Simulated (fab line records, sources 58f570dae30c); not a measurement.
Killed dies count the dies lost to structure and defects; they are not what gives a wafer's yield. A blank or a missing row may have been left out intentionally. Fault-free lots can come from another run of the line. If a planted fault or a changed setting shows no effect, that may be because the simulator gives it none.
fab line records	flow berkeley-cmos170	part 1 of 2: steps 1 to 26 of 36
record lots=5	wafers=15	last-day=14
route steps=331 shown V1@262 M2@271 V2@292
lots with no fault: from the same line, run without faults
start-h: the number of hours between the record's first day and the start of the first shown wafer of the lot	wait-h: how many hours have passed since the lot's step before this one	" same as the row above	L1.1+2: several wafers, shown together as one row	- value missing, or start not given	* or withheld: withheld	< > ~ a bound
route shown NAME@n: NAME is a module with steps in the file, n the number in the route of the first one	usual: average and standard deviation across the fault-free wafers	same: alike in all rows	chamber/n: place in a boat	sites: the reading at each site	_std_site: standard deviation of those values	_edge_site: the outer-site mean with the inner-site mean subtracted	radius-mm: how far each site lies from the wafer's centre	mask NAME#n: copy n	behind: the most recent tool/chamber to have shaped the wafer	hold: reason for holding the lot/hours on hold/outcome of the hold	device: the n, p or np transistor that did not switch	end of line: tests of these same wafers at the route's end	step lacking rows: just its recipe	killed: at the first sort, the dies lost to defects and structure; wafer yield is something else	map: the dies of a wafer, with x for killed, . for not killed, _ for no die there
set.NAME: the setting that was run; set.NAME@STEP: the one run at that earlier step	model.NAME: the simulator's own value behind a step, which no gauge read
lots at some steps of the route; a table a step, a row a wafer
services: when a tool's chamber went out of use (start-h, in hours from the record's first day, below 0 if earlier), for how many hours, and the reason
## steps
# step UCB170_V1_SOFTBAKE_08
# recipe resist=KrF	temp-c=130	time-s=60
# usual resist-line-temp-C=23.00/0.1
lot.wafer	tool	chamber	start-h	wait-h	resist-line-temp-C
L080.1	litho-track-02	0	241.52	0.1	23.06
L080.2	"	0	"	"	23.19
L080.3	"	0	"	"	23.02
L083.2	litho-track-02	0	262.44	0.1	22.97
L083.4	"	0	"	"	23.00
L083.5	"	0	"	"	23.00
L091.2	litho-track-01	0	303.92	0.1	23.03
L091.3	"	0	"	"	22.97
L091.5	"	0	"	"	22.78
L097.3	litho-track-02	0	331.94	0.1	22.87
L097.5	"	0	"	"	22.92
L097.6	"	0	"	"	22.90
L096.1	litho-track-01	0	333.34	0.1	23.02
L096.2	"	0	"	"	22.87
L096.4	"	0	"	"	22.94
# step UCB170_V1_EXPOSE_09
# recipe mask-id=VIA1	target-cd-nm=700	na=0.5	sigma-outer=0.6	source-shape=conventional	dose-mj=37
lot.wafer	tool	chamber	start-h	wait-h	mask
L080.1+2+3	krf-scanner-02	0	241.87	0.3	VIA1#0
L083.2+4+5	krf-scanner-02	0	262.71	0.2	VIA1#0
L091.2+3+5	krf-scanner-02	0	304.07	0.1	VIA1#0
L097.3+5+6	krf-scanner-01	0	332.08	0.1	VIA1#0
L096.1+2+4	krf-scanner-01	0	-	-	VIA1#0
# step UCB170_V1_PEB_10
# recipe peb-temp-c=130	peb-time-s=withheld	resist=KrF
# usual resist-line-temp-C=22.99/0.1
lot.wafer	tool	chamber	start-h	wait-h	resist-line-temp-C
L080.1	litho-track-02	0	241.98	0.1	23.10
L080.2	"	0	"	"	22.94
L080.3	"	0	"	"	22.92
L083.2	litho-track-04	0	263.30	0.6	23.04
L083.4	"	0	"	"	22.92
L083.5	"	0	"	"	23.02
L091.2	litho-track-04	0	304.19	0.1	23.12
L091.3	"	0	"	"	22.73
L091.5	"	0	"	"	23.03
L097.3	litho-track-04	0	332.22	0.1	23.15
L097.5	"	0	"	"	23.05
L097.6	"	0	"	"	22.99
L096.1	litho-track-02	0	-	-	23.09
L096.2	"	0	"	"	22.77
L096.4	"	0	"	"	23.15
# step UCB170_V1_DEVELOP_11
# recipe developer=TMAH	develop-time-s=45	resist=KrF	dev-temp-c=21
# usual resist-line-temp-C=22.98/0.097
lot.wafer	tool	chamber	start-h	wait-h	resist-line-temp-C
L080.1	litho-track-02	0	-	-	22.98
L080.2	"	0	"	"	22.96
L080.3	"	0	"	"	22.95
L083.2	litho-track-04	0	-	-	22.85
L083.4	"	0	"	"	22.96
L083.5	"	0	"	"	22.99
L091.2	litho-track-04	0	-	-	22.90
L091.3	"	0	"	"	22.82
L091.5	"	0	"	"	22.79
L097.3	litho-track-04	0	-	-	23.03
L097.5	"	0	"	"	22.90
L097.6	"	0	"	"	22.90
L096.1	litho-track-02	0	-	-	23.04
L096.2	"	0	"	"	22.98
L096.4	"	0	"	"	23.02
# step UCB170_V1_CD_MEAS_12
# recipe target-cd-nm=700
# usual cd-nm=699.7/1.6
lot.wafer	tool	chamber	start-h	wait-h	cd-nm
L080.1	cd-sem-01	-	242.26	-	695.6
L080.2	"	-	"	"	698.7
L080.3	"	-	"	"	698.4
L083.2	cd-sem-01	-	263.57	-	699.2
L083.4	"	-	"	"	698.6
L083.5	"	-	"	"	698.4
L091.2	cd-sem-01	-	304.46	-	699.6
L091.3	"	-	"	"	698.1
L091.5	"	-	"	"	698.2
L097.3	cd-sem-02	-	332.48	-	702.6
L097.5	"	-	"	"	703.4
L097.6	"	-	"	"	702.8
L096.1	cd-sem-01	-	334.94	-	700.8
L096.2	"	-	"	"	699.3
L096.4	"	-	"	"	700.2
# step UCB170_V1_OVL_MEAS_13
# usual V1_OVL=-3/5.4
lot.wafer	tool	chamber	start-h	wait-h	V1_OVL[nm]
L080.1	overlay-02	-	242.38	0.1	-3
L080.2	"	-	"	"	-3
L080.3	"	-	"	"	1
L083.2	overlay-02	-	263.68	0.1	-3
L083.4	"	-	"	"	1
L083.5	"	-	"	"	2
L091.2	overlay-01	-	304.57	0.1	2
L091.3	"	-	"	"	6
L091.5	"	-	"	"	2
L097.3	overlay-02	-	332.57	0.1	-8
L097.5	"	-	"	"	-7
L097.6	"	-	"	"	1
L096.1	overlay-02	-	335.06	0.1	3
L096.2	"	-	"	"	-4
L096.4	"	-	"	"	2
# step UCB170_V1_ETCH_14
# recipe chemistry=CHF3/CF4/Ar	target=SiO2	stop-on=Al	CHF3_flow_sccm=45	cf4-flow-sccm=15	Ar_flow_sccm=150	pressure-mtorr=200	rf-w=700	target-depth-a=12500	over-etch-frac=0.25	time-s=291
# usual drypump-motor-current-A=5.7/0.46	oes-product-au=0.876/0.0098	throttle-valve-pct=6.97/0.07
lot.wafer	tool	chamber	start-h	wait-h	drypump-motor-current-A	oes-product-au	rf-hours-counter-h	throttle-valve-pct
L080.1	rie-diel-01	1	242.41	0.0	5.2	0.863	44	6.93
L080.2	"	3	"	"	6.0	0.881	48	7.00
L080.3	"	0	"	"	5.7	0.880	79	6.90
L083.2	rie-diel-03	3	263.71	0.0	5.0	0.876	21	6.97
L083.4	"	0	"	"	6.1	0.864	50	6.96
L083.5	"	1	"	"	6.0	0.880	-	6.91
L091.2	rie-diel-03	0	304.60	0.0	6.1	0.881	52	6.96
L091.3	"	1	"	"	6.0	0.870	6	6.92
L091.5	"	2	"	"	5.2	0.883	-	7.14
L097.3	rie-diel-03	1	332.60	0.0	6.1	0.875	8	6.93
L097.5	"	1	"	"	6.0	0.868	-	6.91
L097.6	"	0	"	"	6.1	0.870	-	6.96
L096.1	rie-diel-01	2	335.10	0.0	5.2	0.893	38	6.97
L096.2	"	3	"	"	6.0	0.886	53	7.00
L096.4	"	1	"	"	5.2	0.873	49	6.94
# step UCB170_V1_STRIP_15
# recipe chemistry=O2	power-w=400	pressure-mtorr=3500	platen-temp-c=withheld	o2-flow-sccm=400	overash-fraction=0.5
# usual drypump-motor-current-A=5.9/0.33	oes-product-au=0.722/0.0048	strip-time-to-endpoint-s=15.35/0.2
# same overash-fraction=0.5
lot.wafer	tool	chamber	start-h	wait-h	drypump-motor-current-A	oes-product-au	rf-hours-counter-h	strip-time-to-endpoint-s
L080.1	plasma-asher-02	1	242.59	0.1	5.6	0.724	47	15.49
L080.2	"	0	"	"	5.9	0.722	47	15.46
L080.3	"	0	"	"	5.9	0.728	-	15.33
L083.2	plasma-asher-02	1	263.89	0.1	5.7	0.728	49	15.51
L083.4	"	1	"	"	5.6	0.723	-	15.13
L083.5	"	0	"	"	5.9	0.725	-	15.21
L091.2	plasma-asher-01	1	304.77	0.1	5.7	0.718	39	15.04
L091.3	"	0	"	"	5.4	0.724	-	15.10
L091.5	"	1	"	"	5.8	0.712	-	15.48
L097.3	plasma-asher-01	1	332.81	0.1	5.7	0.715	-	14.85
L097.5	"	1	"	"	5.7	0.719	-	14.95
L097.6	"	0	"	"	5.5	0.726	-	15.07
L096.1	plasma-asher-02	1	335.28	0.1	5.6	0.720	59	15.53
L096.2	"	0	"	"	5.9	0.721	59	15.47
L096.4	"	1	"	"	5.6	0.718	-	15.47
# step UCB170_V1_CD_MEAS_90
# recipe target-cd-nm=700
# usual cd-nm=699.9/1.8
lot.wafer	tool	chamber	start-h	wait-h	cd-nm
L080.1	cd-sem-01	-	242.69	0.1	696.3
L080.2	"	-	"	"	698.2
L080.3	"	-	"	"	699.2
L083.2	cd-sem-02	-	264.01	0.1	698.8
L083.4	"	-	"	"	700.9
L083.5	"	-	"	"	699.0
L091.2	cd-sem-01	-	304.89	0.1	700.5
L091.3	"	-	"	"	698.1
L091.5	"	-	"	"	698.3
L097.3	cd-sem-01	-	332.92	0.1	702.8
L097.5	"	-	"	"	703.8
L097.6	"	-	"	"	703.9
L096.1	cd-sem-02	-	335.38	0.1	700.8
L096.2	"	-	"	"	698.4
L096.4	"	-	"	"	700.4
# step UCB170_M2_PRE_CLEAN_00
# recipe gas=Ar	preclean-etch-time-s=60
lot.wafer	tool	chamber	start-h	wait-h
L080.1+2+3	pvd-sputter-03	-	242.81	0.1
L083.2+4+5	pvd-sputter-02	-	264.11	0.1
L091.2+3+5	pvd-sputter-03	-	304.99	0.1
L097.3+5+6	pvd-sputter-02	-	333.00	0.1
L096.1+2+4	pvd-sputter-04	-	335.50	0.1
# step UCB170_M2_SPUTTER_01
# recipe material=Al	target-thk-nm=900	time-s=120	power-w=6000	chamber-pressure-pa=0.5
# usual throttle-valve-pct=29.7/0.89
lot.wafer	tool	chamber	start-h	wait-h	throttle-valve-pct
L080.1	pvd-sputter-03	-	242.88	0.0	30.6
L080.2	"	-	"	"	28.6
L080.3	"	-	"	"	29.2
L083.2	pvd-sputter-02	-	264.17	0.0	30.3
L083.4	"	-	"	"	30.2
L083.5	"	-	"	"	28.5
L091.2	pvd-sputter-03	-	305.06	0.0	29.1
L091.3	"	-	"	"	30.5
L091.5	"	-	"	"	30.1
L097.3	pvd-sputter-02	-	333.06	0.0	30.1
L097.5	"	-	"	"	30.3
L097.6	"	-	"	"	30.3
L096.1	pvd-sputter-04	-	335.56	0.0	29.4
L096.2	"	-	"	"	27.9
L096.4	"	-	"	"	27.9
# step UCB170_M2_RS_MEAS_02
# recipe thk-meas-gauge=four-point-probe	reads=Al_of_M2_SPUTTER_01
# usual M2_AL_RS=0.0321/0.0004
lot.wafer	tool	chamber	start-h	wait-h	M2_AL_RS[ohm/sq]
L080.1	film-metro-03	-	242.96	0.0	0.0322
L080.2	"	-	"	"	0.0323
L080.3	"	-	"	"	0.0323
L083.2	film-metro-04	-	264.28	0.1	0.0318
L083.4	"	-	"	"	0.0322
L083.5	"	-	"	"	0.0322
L091.2	film-metro-03	-	305.16	0.1	0.0320
L091.3	"	-	"	"	0.0322
L091.5	"	-	"	"	0.0315
L097.3	film-metro-03	-	333.19	0.1	0.0321
L097.5	"	-	"	"	0.0317
L097.6	"	-	"	"	0.0324
L096.1	film-metro-01	-	335.65	0.0	0.0323
L096.2	"	-	"	"	0.0316
L096.4	"	-	"	"	0.0319
# step UCB170_M2_THK_MEAS_03
# recipe thk-meas-gauge=xrf	reads=Al_of_M2_SPUTTER_01
# usual M2_AL_THK=902/12
lot.wafer	tool	chamber	start-h	wait-h	M2_AL_THK[nm]
L080.1	film-metro-03	-	243.08	0.1	891
L080.2	"	-	"	"	890
L080.3	"	-	"	"	889
L083.2	film-metro-04	-	264.39	0.1	915
L083.4	"	-	"	"	903
L083.5	"	-	"	"	903
L091.2	film-metro-03	-	305.27	0.1	900
L091.3	"	-	"	"	900
L091.5	"	-	"	"	916
L097.3	film-metro-03	-	333.29	0.1	890
L097.5	"	-	"	"	908
L097.6	"	-	"	"	884
L096.1	film-metro-01	-	335.77	0.1	900
L096.2	"	-	"	"	911
L096.4	"	-	"	"	907
# step UCB170_M2_HMDS_04
# recipe prime-time-s=60	prime-temp-c=100
# usual resist-line-temp-C=23.00/0.1
# same prime-time-s=60
lot.wafer	tool	chamber	start-h	wait-h	resist-line-temp-C
L080.1	litho-track-01	0	243.14	0.1	23.07
L080.2	"	0	"	"	22.90
L080.3	"	0	"	"	22.94
L083.2	litho-track-04	0	265.58	1.2	22.87
L083.4	"	0	"	"	22.85
L083.5	"	0	"	"	22.87
L091.2	litho-track-03	0	305.39	0.1	22.98
L091.3	"	0	"	"	23.02
L091.5	"	0	"	"	23.04
L097.3	litho-track-04	0	333.94	0.6	22.98
L097.5	"	0	"	"	23.16
L097.6	"	0	"	"	22.97
L096.1	litho-track-04	0	336.79	1.0	22.90
L096.2	"	0	"	"	23.12
L096.4	"	0	"	"	23.10
# step UCB170_M2_COAT_05
# recipe resist=KrF	spin-rpm=1500	resist-thk-nm=900
# usual resist-line-temp-C=23.01/0.13
lot.wafer	tool	chamber	start-h	wait-h	resist-line-temp-C
L080.1	litho-track-01	0	243.29	0.1	22.98
L080.2	"	0	"	"	23.04
L080.3	"	0	"	"	22.98
L083.2	litho-track-04	0	265.73	0.1	23.01
L083.4	"	0	"	"	22.92
L083.5	"	0	"	"	23.05
L091.2	litho-track-03	0	305.54	0.1	23.00
L091.3	"	0	"	"	23.01
L091.5	"	0	"	"	23.17
L097.3	litho-track-04	0	334.09	0.1	23.16
L097.5	"	0	"	"	23.13
L097.6	"	0	"	"	23.06
L096.1	litho-track-04	0	336.94	0.1	22.96
L096.2	"	0	"	"	22.95
L096.4	"	0	"	"	22.83
# step UCB170_M2_SOFTBAKE_06
# recipe resist=KrF	temp-c=130	time-s=60
# usual resist-line-temp-C=22.99/0.099
lot.wafer	tool	chamber	start-h	wait-h	resist-line-temp-C
L080.1	litho-track-01	0	243.44	0.1	23.04
L080.2	"	0	"	"	22.98
L080.3	"	0	"	"	23.06
L083.2	litho-track-04	0	265.88	0.1	23.01
L083.4	"	0	"	"	23.04
L083.5	"	0	"	"	22.95
L091.2	litho-track-03	0	305.69	0.1	23.18
L091.3	"	0	"	"	23.02
L091.5	"	0	"	"	23.06
L097.3	litho-track-04	0	334.24	0.1	22.98
L097.5	"	0	"	"	23.06
L097.6	"	0	"	"	22.94
L096.1	litho-track-04	0	337.09	0.1	23.07
L096.2	"	0	"	"	23.21
L096.4	"	0	"	"	23.11
# step UCB170_M2_STRIP_07
# recipe chemistry=O2	power-w=400	pressure-mtorr=3500	platen-temp-c=withheld	o2-flow-sccm=400	overash-fraction=0.5
# usual drypump-motor-current-A=5.55/0.17	oes-product-au=0.734/0.0048	strip-time-to-endpoint-s=21.97/0.063
# same overash-fraction=0.5
lot.wafer	tool	chamber	start-h	wait-h	drypump-motor-current-A	oes-product-au	rf-hours-counter-h	strip-time-to-endpoint-s
L080.1	plasma-asher-02	1	243.59	0.1	5.63	0.732	47	21.98
L080.2	"	0	"	"	5.92	0.736	47	21.88
L080.3	"	0	"	"	5.92	0.736	-	21.90
L083.2	plasma-asher-04	1	266.00	0.1	5.47	0.724	55	22.03
L083.4	"	0	"	"	5.42	0.732	-	21.97
L083.5	"	0	"	"	5.43	0.731	-	21.97
L091.2	plasma-asher-01	0	305.81	0.1	5.43	0.739	39	21.98
L091.3	"	1	"	"	5.75	0.732	-	21.92
L091.5	"	0	"	"	5.45	0.730	-	21.91
L097.3	plasma-asher-04	0	334.38	0.1	5.38	0.732	-	21.92
L097.5	"	0	"	"	5.39	0.736	-	21.89
L097.6	"	1	"	"	5.47	0.734	-	21.87
L096.1	plasma-asher-02	0	337.24	0.1	5.91	0.739	60	21.98
L096.2	"	1	"	"	5.64	0.730	60	21.89
L096.4	"	0	"	"	5.90	0.731	-	21.95
# step UCB170_M2_STRIP_08
# recipe chemistry=DMSO	temp-c=80	time-s=600	material=KrF
lot.wafer	tool	chamber	start-h	wait-h
L080.1+2+3	wet-bench-03	2	243.69	0.1
L083.2+4+5	wet-bench-02	2	268.46	2.4
L091.2+3+5	wet-bench-02	2	305.91	0.1
L097.3+5+6	wet-bench-01	3	334.53	0.1
L096.1+2+4	wet-bench-03	2	337.34	0.1
# step UCB170_M2_COAT_09
# recipe resist=BARC	temp-c=withheld	time-s=withheld	spin-rpm=3000	resist-thk-nm=withheld
# usual resist-line-temp-C=*
lot.wafer	tool	chamber	start-h	wait-h	resist-line-temp-C
L080.1	litho-track-01	0	243.88	0.0	*
L080.2	"	0	"	"	*
L080.3	"	0	"	"	*
L083.2	litho-track-04	0	268.66	0.0	*
L083.4	"	0	"	"	*
L083.5	"	0	"	"	*
L091.2	litho-track-03	0	306.11	0.0	*
L091.3	"	0	"	"	*
L091.5	"	0	"	"	*
L097.3	litho-track-03	0	335.58	0.9	*
L097.5	"	0	"	"	*
L097.6	"	0	"	"	*
L096.1	litho-track-04	0	338.42	0.9	*
L096.2	"	0	"	"	*
L096.4	"	0	"	"	*
# step UCB170_M2_COAT_10
# recipe resist=KrF	spin-rpm=1500	resist-thk-nm=900
# usual resist-line-temp-C=23.01/0.1
lot.wafer	tool	chamber	start-h	wait-h	resist-line-temp-C
L080.1	litho-track-01	0	-	-	23.28
L080.2	"	0	"	"	23.01
L080.3	"	0	"	"	23.13
L083.2	litho-track-04	0	-	-	23.10
L083.4	"	0	"	"	23.03
L083.5	"	0	"	"	23.12
L091.2	litho-track-03	0	-	-	23.05
L091.3	"	0	"	"	23.19
L091.5	"	0	"	"	23.03
L097.3	litho-track-03	0	-	-	23.01
L097.5	"	0	"	"	22.94
L097.6	"	0	"	"	23.07
L096.1	litho-track-04	0	-	-	23.04
L096.2	"	0	"	"	23.02
L096.4	"	0	"	"	22.86
# step UCB170_M2_SOFTBAKE_11
# recipe resist=KrF	temp-c=130	time-s=60
# usual resist-line-temp-C=22.98/0.11
lot.wafer	tool	chamber	start-h	wait-h	resist-line-temp-C
L080.1	litho-track-01	0	-	-	23.04
L080.2	"	0	"	"	23.05
L080.3	"	0	"	"	23.06
L083.2	litho-track-04	0	-	-	23.05
L083.4	"	0	"	"	22.97
L083.5	"	0	"	"	22.97
L091.2	litho-track-03	0	-	-	22.74
L091.3	"	0	"	"	22.90
L091.5	"	0	"	"	22.93
L097.3	litho-track-03	0	-	-	22.78
L097.5	"	0	"	"	23.03
L097.6	"	0	"	"	23.13
L096.1	litho-track-04	0	-	-	22.99
L096.2	"	0	"	"	22.78
L096.4	"	0	"	"	22.91
# step UCB170_M2_EXPOSE_12
# recipe mask-id=METAL2	target-cd-nm=700	na=0.5	sigma-outer=0.6	source-shape=conventional	dose-mj=26
lot.wafer	tool	chamber	start-h	wait-h	mask
L080.1+2+3	krf-scanner-02	0	244.46	-	METAL2#0
L083.2+4+5	krf-scanner-01	0	269.10	-	METAL2#0
L091.2+3+5	krf-scanner-01	0	306.68	-	METAL2#0
L097.3+5+6	krf-scanner-02	0	336.02	-	METAL2#0
L096.1+2+4	krf-scanner-01	0	-	-	METAL2#0
# step UCB170_M2_PEB_13
# recipe peb-temp-c=130	peb-time-s=withheld	resist=KrF
# usual resist-line-temp-C=23.01/0.1
lot.wafer	tool	chamber	start-h	wait-h	resist-line-temp-C
L080.1	litho-track-03	0	244.93	0.5	23.13
L080.2	"	0	"	"	23.18
L080.3	"	0	"	"	23.16
L083.2	litho-track-03	0	269.23	0.1	23.12
L083.4	"	0	"	"	23.05
L083.5	"	0	"	"	23.03
L091.2	litho-track-01	0	306.80	0.1	23.12
L091.3	"	0	"	"	23.14
L091.5	"	0	"	"	22.99
L097.3	litho-track-01	0	336.89	0.8	23.11
L097.5	"	0	"	"	23.19
L097.6	"	0	"	"	22.92
L096.1	litho-track-04	0	-	-	22.92
L096.2	"	0	"	"	23.04
L096.4	"	0	"	"	22.78
# step UCB170_M2_DEVELOP_14
# recipe developer=TMAH	develop-time-s=45	resist=KrF	dev-temp-c=21
# usual resist-line-temp-C=22.98/0.1
lot.wafer	tool	chamber	start-h	wait-h	resist-line-temp-C
L080.1	litho-track-03	0	-	-	23.03
L080.2	"	0	"	"	22.89
L080.3	"	0	"	"	23.11
L083.2	litho-track-03	0	-	-	23.08
L083.4	"	0	"	"	23.06
L083.5	"	0	"	"	22.92
L091.2	litho-track-01	0	-	-	22.92
L091.3	"	0	"	"	22.93
L091.5	"	0	"	"	23.01
L097.3	litho-track-01	0	-	-	22.83
L097.5	"	0	"	"	22.90
L097.6	"	0	"	"	22.95
L096.1	litho-track-04	0	-	-	22.90
L096.2	"	0	"	"	22.86
L096.4	"	0	"	"	22.84
# step UCB170_M2_CD_MEAS_15
# recipe target-cd-nm=700
# usual cd-nm=700.5/1.2
lot.wafer	tool	chamber	start-h	wait-h	cd-nm
L080.1	cd-sem-01	-	245.20	-	702.4
L080.2	"	-	"	"	699.6
L080.3	"	-	"	"	700.8
L083.2	cd-sem-02	-	269.50	-	698.4
L083.4	"	-	"	"	697.6
L083.5	"	-	"	"	698.0
L091.2	cd-sem-02	-	307.07	-	698.9
L091.3	"	-	"	"	699.2
L091.5	"	-	"	"	699.5
L097.3	cd-sem-02	-	337.16	-	699.5
L097.5	"	-	"	"	700.0
L097.6	"	-	"	"	700.0
L096.1	cd-sem-02	-	340.59	-	698.6
L096.2	"	-	"	"	698.9
L096.4	"	-	"	"	698.9
# step UCB170_M2_OVL_MEAS_16
# usual M2_OVL=0/5.7
lot.wafer	tool	chamber	start-h	wait-h	M2_OVL[nm]
L080.1	overlay-01	-	245.32	0.1	3
L080.2	"	-	"	"	5
L080.3	"	-	"	"	-7
L083.2	overlay-02	-	269.60	0.1	3
L083.4	"	-	"	"	-8
L083.5	"	-	"	"	1
L091.2	overlay-01	-	307.18	0.1	-2
L091.3	"	-	"	"	-9
L091.5	"	-	"	"	-7
L097.3	overlay-02	-	337.25	0.1	-3
L097.5	"	-	"	"	-3
L097.6	"	-	"	"	3
L096.1	overlay-01	-	340.71	0.1	-7
L096.2	"	-	"	"	-7
L096.4	"	-	"	"	-4
